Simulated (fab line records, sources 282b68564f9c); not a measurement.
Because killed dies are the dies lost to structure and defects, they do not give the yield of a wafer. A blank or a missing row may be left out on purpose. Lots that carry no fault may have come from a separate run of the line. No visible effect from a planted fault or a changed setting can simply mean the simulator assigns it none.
fab line records || flow rit-cmos
[record] {"lots": 6, "wafers": 18, "last-day": 5}
route steps=202 shown PSD@144 SDANNEAL@153 M1@202
lots with no fault: from the same line, run without faults
start-h: start of the lot's first displayed wafer, in hours after the record's first day || wait-h: hours elapsed since this lot's preceding step || " same as the row above || L1.1+2: several wafers, shown together as one row || - no value, or no start was given || * or withheld: withheld || < > ~ a bound
route shown NAME@n: names a module that has steps shown in the file, with the first one's number in the route || usual: mean/standard deviation of fault-free wafers || same: alike in all rows || chamber/n: place in a boat || sites: the reading at each site || _std_site: standard deviation of those values || _edge_site: the outer-site mean with the inner-site mean subtracted || radius-mm: for every site, how far away it sits from the centre of the wafer || mask NAME#n: copy n || behind: tool/chamber where the wafer was last shaped || hold: why the lot went on hold/how many hours it stayed there/how the hold came to an end || device: names the non-switching transistor (n, p or np) || end of line: the route-end tests of the same wafers || a step with no rows: only its recipe || killed: not the wafer's yield, but the dies lost to structure and defects at the first sort || map: a wafer's dies, x killed, . not, _ none there
set.NAME: setting as actually run; set.NAME@STEP: the setting as run at that earlier step || model.NAME: the simulator's own value behind a step, which no gauge read
lots seen at some steps along the route; tables by step, rows by wafer
[[steps]]
[step RIT_PSD_SOFTBAKE_02]
[recipe] {"resist": "NOVOLAK", "temp-c": 90, "time-s": 60}
[step RIT_PSD_EXPOSE_03]
[recipe] {"mask-id": "M10", "na": 0.57, "target-cd-nm": 40900, "dose-mj": 250}
[step RIT_PSD_PEB_04]
[recipe] {"resist": "NOVOLAK", "temp-c": "withheld", "time-s": "withheld"}
[step RIT_PSD_DEVELOP_05]
[recipe] {"resist": "NOVOLAK", "develop-time-s": 50, "dev-temp-c": 23}
[step RIT_PSD_OVL_MEAS_06]
[usual] {"PSD_OVL": "0.5/1.6"}
{"lot.wafer": "L640.1", "tool": "overlay-02", "chamber": "-", "start-h": 53.65, "wait-h": "-", "PSD_OVL[nm]": 1.2}
{"lot.wafer": "L640.2", "tool": "overlay-02", "chamber": "-", "start-h": 53.65, "wait-h": "-", "PSD_OVL[nm]": 2.0}
{"lot.wafer": "L640.6", "tool": "overlay-02", "chamber": "-", "start-h": 53.65, "wait-h": "-", "PSD_OVL[nm]": -1.0}
{"lot.wafer": "L642.2", "tool": "overlay-02", "chamber": "-", "start-h": 60.60, "wait-h": "-", "PSD_OVL[nm]": -2.4}
{"lot.wafer": "L642.4", "tool": "overlay-02", "chamber": "-", "start-h": 60.60, "wait-h": "-", "PSD_OVL[nm]": -0.8}
{"lot.wafer": "L642.5", "tool": "overlay-02", "chamber": "-", "start-h": 60.60, "wait-h": "-", "PSD_OVL[nm]": -0.5}
{"lot.wafer": "L647.1", "tool": "overlay-02", "chamber": "-", "start-h": 87.69, "wait-h": "-", "PSD_OVL[nm]": 4.0}
{"lot.wafer": "L647.3", "tool": "overlay-02", "chamber": "-", "start-h": 87.69, "wait-h": "-", "PSD_OVL[nm]": -0.2}
{"lot.wafer": "L647.6", "tool": "overlay-02", "chamber": "-", "start-h": 87.69, "wait-h": "-", "PSD_OVL[nm]": 0.2}
{"lot.wafer": "L648.1", "tool": "overlay-02", "chamber": "-", "start-h": 90.01, "wait-h": "-", "PSD_OVL[nm]": -0.1}
{"lot.wafer": "L648.2", "tool": "overlay-02", "chamber": "-", "start-h": 90.01, "wait-h": "-", "PSD_OVL[nm]": 0.1}
{"lot.wafer": "L648.5", "tool": "overlay-02", "chamber": "-", "start-h": 90.01, "wait-h": "-", "PSD_OVL[nm]": -0.5}
{"lot.wafer": "L650.3", "tool": "overlay-01", "chamber": "-", "start-h": 102.71, "wait-h": "-", "PSD_OVL[nm]": -1.1}
{"lot.wafer": "L650.5", "tool": "overlay-01", "chamber": "-", "start-h": 102.71, "wait-h": "-", "PSD_OVL[nm]": -1.4}
{"lot.wafer": "L650.6", "tool": "overlay-01", "chamber": "-", "start-h": 102.71, "wait-h": "-", "PSD_OVL[nm]": 0.8}
{"lot.wafer": "L651.2", "tool": "overlay-01", "chamber": "-", "start-h": 106.38, "wait-h": "-", "PSD_OVL[nm]": -1.0}
{"lot.wafer": "L651.3", "tool": "overlay-01", "chamber": "-", "start-h": 106.38, "wait-h": "-", "PSD_OVL[nm]": -1.1}
{"lot.wafer": "L651.5", "tool": "overlay-01", "chamber": "-", "start-h": 106.38, "wait-h": "-", "PSD_OVL[nm]": -2.4}
[step RIT_PSD_HARDBAKE_07]
[recipe] {"resist": "NOVOLAK", "temp-c": 140, "time-s": 60}
[step RIT_PSD_IMPLANT_08]
[recipe] {"species": "BF2", "energy-kev": 27, "dose-cm2": 4.905e+15, "tilt-deg": 7}
[step RIT_PSD_STRIP_09]
[recipe] {"chemistry": "O2", "time-s": 180, "resist": "NOVOLAK", "platen-temp-c": "withheld", "power-w": 500, "pressure-mtorr": 4000, "o2-flow-sccm": 4000}
[usual] {"drypump-motor-current-A": "5.6/0.33"}
{"lot.wafer": "L640.1", "tool": "plasma-asher-01", "chamber": 0, "start-h": 53.98, "wait-h": 0.1, "drypump-motor-current-A": 5.0, "rf-hours-counter-h": 41}
{"lot.wafer": "L640.2", "tool": "plasma-asher-01", "chamber": 1, "start-h": 53.98, "wait-h": 0.1, "drypump-motor-current-A": 6.0, "rf-hours-counter-h": 41}
{"lot.wafer": "L640.6", "tool": "plasma-asher-01", "chamber": 1, "start-h": 53.98, "wait-h": 0.1, "drypump-motor-current-A": 6.0, "rf-hours-counter-h": "-"}
{"lot.wafer": "L642.2", "tool": "plasma-asher-01", "chamber": 1, "start-h": 60.93, "wait-h": 0.1, "drypump-motor-current-A": 6.0, "rf-hours-counter-h": 42}
{"lot.wafer": "L642.4", "tool": "plasma-asher-01", "chamber": 1, "start-h": 60.93, "wait-h": 0.1, "drypump-motor-current-A": 6.0, "rf-hours-counter-h": "-"}
{"lot.wafer": "L642.5", "tool": "plasma-asher-01", "chamber": 1, "start-h": 60.93, "wait-h": 0.1, "drypump-motor-current-A": 6.0, "rf-hours-counter-h": "-"}
{"lot.wafer": "L647.1", "tool": "plasma-asher-01", "chamber": 1, "start-h": 88.03, "wait-h": 0.1, "drypump-motor-current-A": 6.0, "rf-hours-counter-h": 45}
{"lot.wafer": "L647.3", "tool": "plasma-asher-01", "chamber": 0, "start-h": 88.03, "wait-h": 0.1, "drypump-motor-current-A": 5.0, "rf-hours-counter-h": "-"}
{"lot.wafer": "L647.6", "tool": "plasma-asher-01", "chamber": 0, "start-h": 88.03, "wait-h": 0.1, "drypump-motor-current-A": 5.1, "rf-hours-counter-h": "-"}
{"lot.wafer": "L648.1", "tool": "plasma-asher-03", "chamber": 0, "start-h": 90.35, "wait-h": 0.1, "drypump-motor-current-A": 5.7, "rf-hours-counter-h": 47}
{"lot.wafer": "L648.2", "tool": "plasma-asher-03", "chamber": 1, "start-h": 90.35, "wait-h": 0.1, "drypump-motor-current-A": 5.7, "rf-hours-counter-h": 47}
{"lot.wafer": "L648.5", "tool": "plasma-asher-03", "chamber": 0, "start-h": 90.35, "wait-h": 0.1, "drypump-motor-current-A": 5.7, "rf-hours-counter-h": "-"}
{"lot.wafer": "L650.3", "tool": "plasma-asher-04", "chamber": 1, "start-h": 103.19, "wait-h": 0.1, "drypump-motor-current-A": 6.0, "rf-hours-counter-h": "-"}
{"lot.wafer": "L650.5", "tool": "plasma-asher-04", "chamber": 1, "start-h": 103.19, "wait-h": 0.1, "drypump-motor-current-A": 6.0, "rf-hours-counter-h": "-"}
{"lot.wafer": "L650.6", "tool": "plasma-asher-04", "chamber": 0, "start-h": 103.19, "wait-h": 0.1, "drypump-motor-current-A": 5.1, "rf-hours-counter-h": "-"}
{"lot.wafer": "L651.2", "tool": "plasma-asher-01", "chamber": 1, "start-h": 106.71, "wait-h": 0.1, "drypump-motor-current-A": 6.0, "rf-hours-counter-h": 48}
{"lot.wafer": "L651.3", "tool": "plasma-asher-01", "chamber": 1, "start-h": 106.71, "wait-h": 0.1, "drypump-motor-current-A": 6.0, "rf-hours-counter-h": "-"}
{"lot.wafer": "L651.5", "tool": "plasma-asher-01", "chamber": 1, "start-h": 106.71, "wait-h": 0.1, "drypump-motor-current-A": 6.0, "rf-hours-counter-h": "-"}
[step RIT_PSD_TW_MEAS_10]
[usual] {"PSD_TW": "3444/34"}
{"lot.wafer": "L640.1", "tool": "film-metro-01", "chamber": "-", "start-h": 54.16, "wait-h": 0.1, "PSD_TW": 3419}
{"lot.wafer": "L640.2", "tool": "film-metro-01", "chamber": "-", "start-h": 54.16, "wait-h": 0.1, "PSD_TW": 3421}
{"lot.wafer": "L640.6", "tool": "film-metro-01", "chamber": "-", "start-h": 54.16, "wait-h": 0.1, "PSD_TW": 3412}
{"lot.wafer": "L642.2", "tool": "film-metro-04", "chamber": "-", "start-h": 61.11, "wait-h": 0.1, "PSD_TW": 3460}
{"lot.wafer": "L642.4", "tool": "film-metro-04", "chamber": "-", "start-h": 61.11, "wait-h": 0.1, "PSD_TW": 3467}
{"lot.wafer": "L642.5", "tool": "film-metro-04", "chamber": "-", "start-h": 61.11, "wait-h": 0.1, "PSD_TW": 3461}
{"lot.wafer": "L647.1", "tool": "film-metro-04", "chamber": "-", "start-h": 88.21, "wait-h": 0.1, "PSD_TW": 3495}
{"lot.wafer": "L647.3", "tool": "film-metro-04", "chamber": "-", "start-h": 88.21, "wait-h": 0.1, "PSD_TW": 3471}
{"lot.wafer": "L647.6", "tool": "film-metro-04", "chamber": "-", "start-h": 88.21, "wait-h": 0.1, "PSD_TW": 3477}
{"lot.wafer": "L648.1", "tool": "film-metro-01", "chamber": "-", "start-h": 90.52, "wait-h": 0.1, "PSD_TW": 3411}
{"lot.wafer": "L648.2", "tool": "film-metro-01", "chamber": "-", "start-h": 90.52, "wait-h": 0.1, "PSD_TW": 3411}
{"lot.wafer": "L648.5", "tool": "film-metro-01", "chamber": "-", "start-h": 90.52, "wait-h": 0.1, "PSD_TW": 3406}
{"lot.wafer": "L650.3", "tool": "film-metro-04", "chamber": "-", "start-h": 103.32, "wait-h": 0.1, "PSD_TW": 3443}
{"lot.wafer": "L650.5", "tool": "film-metro-04", "chamber": "-", "start-h": 103.32, "wait-h": 0.1, "PSD_TW": 3450}
{"lot.wafer": "L650.6", "tool": "film-metro-04", "chamber": "-", "start-h": 103.32, "wait-h": 0.1, "PSD_TW": 3463}
{"lot.wafer": "L651.2", "tool": "film-metro-04", "chamber": "-", "start-h": 106.90, "wait-h": 0.1, "PSD_TW": 3462}
{"lot.wafer": "L651.3", "tool": "film-metro-04", "chamber": "-", "start-h": 106.90, "wait-h": 0.1, "PSD_TW": 3455}
{"lot.wafer": "L651.5", "tool": "film-metro-04", "chamber": "-", "start-h": 106.90, "wait-h": 0.1, "PSD_TW": 3455}
[step RIT_SDANNEAL_CLEAN_00]
[recipe] {"chemistry": "SC1", "mix": "3:3:50", "time-s": 600, "temp-c": 75}
[step RIT_SDANNEAL_CLEAN_01]
[recipe] {"chemistry": "dHF", "dilution": "50:1", "time-s": 30}
[step RIT_SDANNEAL_CLEAN_02]
[recipe] {"chemistry": "SC2", "mix": "3:3:50", "time-s": 600, "temp-c": 75, "dry": "n2-spin"}
[step RIT_SDANNEAL_RTA_03]
[recipe] {"temp-c": 1050, "time-s": 5, "idle-temp-c": 600, "ramp-up-c-per-s": 342, "ramp-down-c-per-s": 171, "cool-to-c": 600, "ambient": "N2"}
[usual] {"wafer_temp_C_max": "1053.6/1.1"}
{"lot.wafer": "L640.1", "tool": "rtp-anneal-02", "chamber": 0, "start-h": 54.59, "wait-h": 0.0, "wafer_temp_C_max": 1052.2}
{"lot.wafer": "L640.2", "tool": "rtp-anneal-02", "chamber": 0, "start-h": 54.59, "wait-h": 0.0, "wafer_temp_C_max": 1053.4}
{"lot.wafer": "L640.6", "tool": "rtp-anneal-02", "chamber": 0, "start-h": 54.59, "wait-h": 0.0, "wafer_temp_C_max": 1054.2}
{"lot.wafer": "L642.2", "tool": "rtp-anneal-02", "chamber": 0, "start-h": 61.54, "wait-h": 0.0, "wafer_temp_C_max": 1054.4}
{"lot.wafer": "L642.4", "tool": "rtp-anneal-02", "chamber": 0, "start-h": 61.54, "wait-h": 0.0, "wafer_temp_C_max": 1052.9}
{"lot.wafer": "L642.5", "tool": "rtp-anneal-02", "chamber": 0, "start-h": 61.54, "wait-h": 0.0, "wafer_temp_C_max": 1053.3}
{"lot.wafer": "L647.1", "tool": "rtp-anneal-01", "chamber": 0, "start-h": 88.63, "wait-h": 0.0, "wafer_temp_C_max": 1054.1}
{"lot.wafer": "L647.3", "tool": "rtp-anneal-01", "chamber": 0, "start-h": 88.63, "wait-h": 0.0, "wafer_temp_C_max": 1055.2}
{"lot.wafer": "L647.6", "tool": "rtp-anneal-01", "chamber": 0, "start-h": 88.63, "wait-h": 0.0, "wafer_temp_C_max": 1053.4}
{"lot.wafer": "L648.1", "tool": "rtp-anneal-02", "chamber": 0, "start-h": 90.95, "wait-h": 0.0, "wafer_temp_C_max": 1052.5}
{"lot.wafer": "L648.2", "tool": "rtp-anneal-02", "chamber": 0, "start-h": 90.95, "wait-h": 0.0, "wafer_temp_C_max": 1053.5}
{"lot.wafer": "L648.5", "tool": "rtp-anneal-02", "chamber": 0, "start-h": 90.95, "wait-h": 0.0, "wafer_temp_C_max": 1053.6}
{"lot.wafer": "L650.3", "tool": "rtp-anneal-02", "chamber": 0, "start-h": 103.75, "wait-h": 0.0, "wafer_temp_C_max": 1054.0}
{"lot.wafer": "L650.5", "tool": "rtp-anneal-02", "chamber": 0, "start-h": 103.75, "wait-h": 0.0, "wafer_temp_C_max": 1052.6}
{"lot.wafer": "L650.6", "tool": "rtp-anneal-02", "chamber": 0, "start-h": 103.75, "wait-h": 0.0, "wafer_temp_C_max": 1054.5}
{"lot.wafer": "L651.2", "tool": "rtp-anneal-01", "chamber": 0, "start-h": 107.32, "wait-h": 0.0, "wafer_temp_C_max": 1052.9}
{"lot.wafer": "L651.3", "tool": "rtp-anneal-01", "chamber": 0, "start-h": 107.32, "wait-h": 0.0, "wafer_temp_C_max": 1052.9}
{"lot.wafer": "L651.5", "tool": "rtp-anneal-01", "chamber": 0, "start-h": 107.32, "wait-h": 0.0, "wafer_temp_C_max": 1052.9}
[step RIT_SDANNEAL_RS_MEAS_04]
[recipe] {"thk-meas-gauge": "four-point-probe"}
[usual] {"PSD_RS": "116.25/0.25"}
{"lot.wafer": "L640.1", "tool": "film-metro-01", "chamber": "-", "start-h": 54.64, "wait-h": 0.0, "hold": "-", "PSD_RS[ohm/sq]": 116.36}
{"lot.wafer": "L640.2", "tool": "film-metro-01", "chamber": "-", "start-h": 54.64, "wait-h": 0.0, "hold": "-", "PSD_RS[ohm/sq]": 116.40}
{"lot.wafer": "L640.6", "tool": "film-metro-01", "chamber": "-", "start-h": 54.64, "wait-h": 0.0, "hold": "-", "PSD_RS[ohm/sq]": 116.01}
{"lot.wafer": "L642.2", "tool": "film-metro-04", "chamber": "-", "start-h": 61.61, "wait-h": 0.1, "hold": "-", "PSD_RS[ohm/sq]": 116.65}
{"lot.wafer": "L642.4", "tool": "film-metro-04", "chamber": "-", "start-h": 61.61, "wait-h": 0.1, "hold": "-", "PSD_RS[ohm/sq]": 116.17}
{"lot.wafer": "L642.5", "tool": "film-metro-04", "chamber": "-", "start-h": 61.61, "wait-h": 0.1, "hold": "-", "PSD_RS[ohm/sq]": 116.47}
{"lot.wafer": "L647.1", "tool": "film-metro-02", "chamber": "-", "start-h": 88.69, "wait-h": 0.0, "hold": "-", "PSD_RS[ohm/sq]": 116.00}
{"lot.wafer": "L647.3", "tool": "film-metro-02", "chamber": "-", "start-h": 88.69, "wait-h": 0.0, "hold": "-", "PSD_RS[ohm/sq]": 115.93}
{"lot.wafer": "L647.6", "tool": "film-metro-02", "chamber": "-", "start-h": 88.69, "wait-h": 0.0, "hold": "-", "PSD_RS[ohm/sq]": 116.23}
{"lot.wafer": "L648.1", "tool": "film-metro-02", "chamber": "-", "start-h": 91.01, "wait-h": 0.0, "hold": "await-dispo/0.2h/release", "PSD_RS[ohm/sq]": 128.22}
{"lot.wafer": "L648.2", "tool": "film-metro-02", "chamber": "-", "start-h": 91.01, "wait-h": 0.0, "hold": "await-dispo/0.2h/release", "PSD_RS[ohm/sq]": 128.21}
{"lot.wafer": "L648.5", "tool": "film-metro-02", "chamber": "-", "start-h": 91.01, "wait-h": 0.0, "hold": "await-dispo/0.2h/release", "PSD_RS[ohm/sq]": 128.34}
{"lot.wafer": "L648.1", "tool": "film-metro-02", "chamber": "-", "start-h": 91.37, "wait-h": 0.3, "hold": "-", "PSD_RS[ohm/sq]": 128.39}
{"lot.wafer": "L648.2", "tool": "film-metro-02", "chamber": "-", "start-h": 91.37, "wait-h": 0.3, "hold": "-", "PSD_RS[ohm/sq]": 128.19}
{"lot.wafer": "L648.5", "tool": "film-metro-02", "chamber": "-", "start-h": 91.37, "wait-h": 0.3, "hold": "-", "PSD_RS[ohm/sq]": 127.86}
{"lot.wafer": "L650.3", "tool": "film-metro-02", "chamber": "-", "start-h": 103.83, "wait-h": 0.1, "hold": "await-dispo/0.2h/release", "PSD_RS[ohm/sq]": 127.94}
{"lot.wafer": "L650.5", "tool": "film-metro-02", "chamber": "-", "start-h": 103.83, "wait-h": 0.1, "hold": "await-dispo/0.2h/release", "PSD_RS[ohm/sq]": 128.32}
{"lot.wafer": "L650.6", "tool": "film-metro-02", "chamber": "-", "start-h": 103.83, "wait-h": 0.1, "hold": "await-dispo/0.2h/release", "PSD_RS[ohm/sq]": 128.45}
{"lot.wafer": "L650.3", "tool": "film-metro-02", "chamber": "-", "start-h": 104.19, "wait-h": 0.3, "hold": "-", "PSD_RS[ohm/sq]": 128.03}
{"lot.wafer": "L650.5", "tool": "film-metro-02", "chamber": "-", "start-h": 104.19, "wait-h": 0.3, "hold": "-", "PSD_RS[ohm/sq]": 128.26}
{"lot.wafer": "L650.6", "tool": "film-metro-02", "chamber": "-", "start-h": 104.19, "wait-h": 0.3, "hold": "-", "PSD_RS[ohm/sq]": 128.48}
{"lot.wafer": "L651.2", "tool": "film-metro-04", "chamber": "-", "start-h": 107.39, "wait-h": 0.1, "hold": "-", "PSD_RS[ohm/sq]": 116.36}
{"lot.wafer": "L651.3", "tool": "film-metro-04", "chamber": "-", "start-h": 107.39, "wait-h": 0.1, "hold": "-", "PSD_RS[ohm/sq]": 116.26}
{"lot.wafer": "L651.5", "tool": "film-metro-04", "chamber": "-", "start-h": 107.39, "wait-h": 0.1, "hold": "-", "PSD_RS[ohm/sq]": 116.26}
[step RIT_M1_PROBE_99]
[usual] {"defect-limited-yield": "97.4/1.2", "killed-at-contacts": "0.1/0.26", "killed-at-front-end": "7/3.2", "killed-dies": "7/3.2", "killed-open": "3.2/2.1", "killed-short": "3.7/2.1", "sort_bin_3_pad_short": "0.1/0.2", "sort_bin_5_function": "1.5/0.79", "sort_bin_6_memory": "1.0/0.68", "sort-n-pass": "257/3.2", "sort-yield-pct": "97.4/1.2"}
[same] {"gross-dies": 264, "killed_at_M0_to_M3": 0, "killed_at_M4_up": 0, "killed-at-back-side": 0, "killed-at-other": 0}
{"lot.wafer": "L640.1", "tool": "prober-02", "chamber": "-", "start-h": 62.83, "wait-h": 0.1, "defect-limited-yield[%]": 97.0, "killed-at-contacts": 0, "killed-at-front-end": 8, "killed-dies": 8, "killed-open": 2, "killed-short": 6, "sort_bin_3_pad_short[%]": 0.4, "sort_bin_5_function[%]": 1.9, "sort_bin_6_memory[%]": 0.8, "sort-n-pass": 256, "sort-yield-pct[%]": 97.0}
{"lot.wafer": "L640.2", "tool": "prober-02", "chamber": "-", "start-h": 62.88, "wait-h": 0.1, "defect-limited-yield[%]": 98.9, "killed-at-contacts": 0, "killed-at-front-end": 3, "killed-dies": 3, "killed-open": 2, "killed-short": 1, "sort_bin_3_pad_short[%]": 0, "sort_bin_5_function[%]": 1.1, "sort_bin_6_memory[%]": 0, "sort-n-pass": 261, "sort-yield-pct[%]": 98.9}
{"lot.wafer": "L640.6", "tool": "prober-02", "chamber": "-", "start-h": 63.08, "wait-h": 0.2, "defect-limited-yield[%]": 97.0, "killed-at-contacts": 0, "killed-at-front-end": 8, "killed-dies": 8, "killed-open": 2, "killed-short": 6, "sort_bin_3_pad_short[%]": 0, "sort_bin_5_function[%]": 1.9, "sort_bin_6_memory[%]": 1.1, "sort-n-pass": 256, "sort-yield-pct[%]": 97.0}
{"lot.wafer": "L642.2", "tool": "prober-02", "chamber": "-", "start-h": 69.26, "wait-h": 0.1, "defect-limited-yield[%]": 98.9, "killed-at-contacts": 0, "killed-at-front-end": 3, "killed-dies": 3, "killed-open": 1, "killed-short": 2, "sort_bin_3_pad_short[%]": 0.4, "sort_bin_5_function[%]": 0.8, "sort_bin_6_memory[%]": 0, "sort-n-pass": 261, "sort-yield-pct[%]": 98.9}
{"lot.wafer": "L642.4", "tool": "prober-02", "chamber": "-", "start-h": 69.36, "wait-h": 0.2, "defect-limited-yield[%]": 95.8, "killed-at-contacts": 0, "killed-at-front-end": 11, "killed-dies": 11, "killed-open": 3, "killed-short": 7, "sort_bin_3_pad_short[%]": 0.4, "sort_bin_5_function[%]": 1.9, "sort_bin_6_memory[%]": 1.9, "sort-n-pass": 253, "sort-yield-pct[%]": 95.8}
{"lot.wafer": "L642.5", "tool": "prober-02", "chamber": "-", "start-h": 69.41, "wait-h": 0.2, "defect-limited-yield[%]": 97.0, "killed-at-contacts": 0, "killed-at-front-end": 8, "killed-dies": 8, "killed-open": 5, "killed-short": 3, "sort_bin_3_pad_short[%]": 0, "sort_bin_5_function[%]": 2.7, "sort_bin_6_memory[%]": 0.4, "sort-n-pass": 256, "sort-yield-pct[%]": 97.0}
{"lot.wafer": "L647.1", "tool": "prober-01", "chamber": "-", "start-h": 96.31, "wait-h": 0.1, "defect-limited-yield[%]": 97.0, "killed-at-contacts": 0, "killed-at-front-end": 8, "killed-dies": 8, "killed-open": 2, "killed-short": 6, "sort_bin_3_pad_short[%]": 0, "sort_bin_5_function[%]": 1.9, "sort_bin_6_memory[%]": 1.1, "sort-n-pass": 256, "sort-yield-pct[%]": 97.0}
{"lot.wafer": "L647.3", "tool": "prober-01", "chamber": "-", "start-h": 96.41, "wait-h": 0.2, "defect-limited-yield[%]": 98.9, "killed-at-contacts": 0, "killed-at-front-end": 3, "killed-dies": 3, "killed-open": 2, "killed-short": 1, "sort_bin_3_pad_short[%]": 0, "sort_bin_5_function[%]": 0.8, "sort_bin_6_memory[%]": 0.4, "sort-n-pass": 261, "sort-yield-pct[%]": 98.9}
{"lot.wafer": "L647.6", "tool": "prober-01", "chamber": "-", "start-h": 96.56, "wait-h": 0.2, "defect-limited-yield[%]": 97.3, "killed-at-contacts": 0, "killed-at-front-end": 7, "killed-dies": 7, "killed-open": 3, "killed-short": 4, "sort_bin_3_pad_short[%]": 0, "sort_bin_5_function[%]": 1.9, "sort_bin_6_memory[%]": 0.8, "sort-n-pass": 257, "sort-yield-pct[%]": 97.3}
{"lot.wafer": "L651.2", "tool": "prober-01", "chamber": "-", "start-h": 115.63, "wait-h": 0.1, "defect-limited-yield[%]": 96.6, "killed-at-contacts": 0, "killed-at-front-end": 9, "killed-dies": 9, "killed-open": 3, "killed-short": 6, "sort_bin_3_pad_short[%]": 0, "sort_bin_5_function[%]": 1.9, "sort_bin_6_memory[%]": 1.5, "sort-n-pass": 255, "sort-yield-pct[%]": 96.6}
{"lot.wafer": "L651.3", "tool": "prober-01", "chamber": "-", "start-h": 115.68, "wait-h": 0.2, "defect-limited-yield[%]": 97.0, "killed-at-contacts": 1, "killed-at-front-end": 7, "killed-dies": 8, "killed-open": 4, "killed-short": 3, "sort_bin_3_pad_short[%]": 0.4, "sort_bin_5_function[%]": 1.5, "sort_bin_6_memory[%]": 1.1, "sort-n-pass": 256, "sort-yield-pct[%]": 97.0}
{"lot.wafer": "L651.5", "tool": "prober-01", "chamber": "-", "start-h": 115.78, "wait-h": 0.2, "defect-limited-yield[%]": 99.6, "killed-at-contacts": 0, "killed-at-front-end": 1, "killed-dies": 1, "killed-open": 1, "killed-short": 0, "sort_bin_3_pad_short[%]": 0, "sort_bin_5_function[%]": 0.4, "sort_bin_6_memory[%]": 0, "sort-n-pass": 263, "sort-yield-pct[%]": 99.6}
// killed by level:class
L640.1 FOX1:geometric-particle:short=3 GATE:geometric-particle:short=2 FOX1:geometric-particle:open=1 GATE:geometric-particle:open=1 REOX:geometric-particle:short=1
L640.2 FOX1:geometric-particle:short=1 GATE:geometric-particle:open=1 SPACER:geometric-particle:open=1
L640.6 FOX1:geometric-particle:short=2 GATE:geometric-particle:short=2 FOX2:geometric-particle:open=1 REOX:geometric-particle:open=1 REOX:geometric-particle:short=1 SILICIDE:geometric-particle:short=1
L642.2 GATE:geometric-particle:short=1 GATE:geometric-particle:open=1 SPACER:geometric-particle:short=1
L642.4 GATE:geometric-particle:open=3 FOX2:geometric-particle:short=2 GATE:geometric-particle:short=2 FOX1:geometric-particle:short=1 SPACER:geometric-particle:short=1 SILICIDE:geometric-particle:short=1 GATE:coat-microbubble-printed=1
L642.5 GATE:geometric-particle:open=2 GATE:geometric-particle:short=2 REOX:geometric-particle:short=1 REOX:geometric-particle:open=1 SPACER:geometric-particle:open=1 SILICIDE:geometric-particle:open=1
L647.1 FOX2:geometric-particle:short=2 GATE:geometric-particle:short=2 FOX2:geometric-particle:open=1 GATE:geometric-particle:open=1 REOX:geometric-particle:short=1 SPACER:geometric-particle:short=1
L647.3 FOX1:geometric-particle:open=1 SPACER:geometric-particle:short=1 SILICIDE:geometric-particle:open=1
L647.6 REOX:geometric-particle:short=2 FOX1:geometric-particle:short=1 FOX2:geometric-particle:open=1 GATE:geometric-particle:open=1 REOX:geometric-particle:open=1 SILICIDE:geometric-particle:short=1
L651.2 GATE:geometric-particle:open=2 GATE:geometric-particle:short=2 REOX:geometric-particle:short=2 ACTIVE:geometric-particle:short=1 FOX1:geometric-particle:short=1 REOX:geometric-particle:open=1
L651.3 GATE:geometric-particle:open=2 GATE:geometric-particle:short=2 REOX:geometric-particle:open=1 SILICIDE:geometric-particle:short=1 CONTACT:geometric-particle:open=1 NWELL:coat-microbubble-printed=1
L651.5 SPACER:geometric-particle:open=1
[[key]]
[first-sign] {"step": "RIT_SDANNEAL_RS_MEAS_04", "reading": "visit", "direction": "added"}
[effect] {"step": "RIT_SDANNEAL_RS_MEAS_04", "reading": "PSD_RS", "direction": "up", "sigmas": 49, "usual": 116.25, "struck": 128.25}
met-at RIT_SDANNEAL_RTA_03
struck-wafers L648.1,L648.2,L648.5,L650.3,L650.5,L650.6
scrapped-behind RIT_SDANNEAL_RS_MEAS_04 L648.1,L648.2,L648.5,L650.3,L650.5,L650.6
onset-between 61.54 90.95
[fault] {"kind": "process-parameter-drift", "tool": "rtp-anneal-02", "chamber": "-", "onset-h": 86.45, "steps": "RIT_SDANNEAL_RTA_03", "channel": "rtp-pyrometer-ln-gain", "offset": 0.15, "shape": "step", "end-h": 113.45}
